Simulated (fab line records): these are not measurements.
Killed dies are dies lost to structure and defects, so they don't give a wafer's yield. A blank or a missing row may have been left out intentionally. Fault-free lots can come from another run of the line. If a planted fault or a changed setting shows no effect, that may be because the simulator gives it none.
Matching of chambers | flow berkeley-cmos170 | UCB170_GATE_ETCH_15 on rie-si-01 has 4 sister chambers
The step etches poly-Si in HBr/Cl2, stops on SiO2, time 56.3 s, target depth 278.2 nm. 4 wafers are shown with their chamber, then 8 later ones without.

EACH WAFER AND ITS CHAMBER
wafer  | chamber | drypump-motor-current-A (A)
L377.3 | 3       | 5.1
L377.5 | 1       | 5.1
L377.6 | 0       | 6.5
L379.1 | 2       | 5.9

WAFERS WITH NO CHAMBER GIVEN
wafer  | drypump-motor-current-A (A)
L379.2 | 5.1
L379.6 | 6.5
L381.1 | 5.9
L381.4 | 5.2
L381.5 | 6.5
L382.1 | 5.2
L382.3 | 6.5
L382.4 | 5.9

EACH ONE'S CHAMBER
wafer  | from the rows above     | in truth
L379.2 | can't be placed: 1 or 3 | 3
L379.6 | 0                       | 0
L381.1 | 2                       | 2
L381.4 | can't be placed: 1 or 3 | 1
L381.5 | 0                       | 0
L382.1 | can't be placed: 1 or 3 | 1
L382.3 | 0                       | 0
L382.4 | 2                       | 2
Correctly placed: 5 of 8. From these rows, 3 cannot be placed; in 3 the true chamber is one of the candidates. 0 placed wrongly.
How it was worked out, from the rows above alone: a wafer's distance from a chamber is the root of the sum, over the readings, of the square of ((its reading less the chamber's mean) divided by the reading's scatter). If the next closest chamber is less than 2 further off than the closest, the wafer can't be placed; otherwise it belongs to the closest. Each chamber's mean is taken over the wafers shown for it. The scatter: with one shown wafer a chamber, the root of the mean of the squares of how far each hidden wafer lies from its nearest shown one.
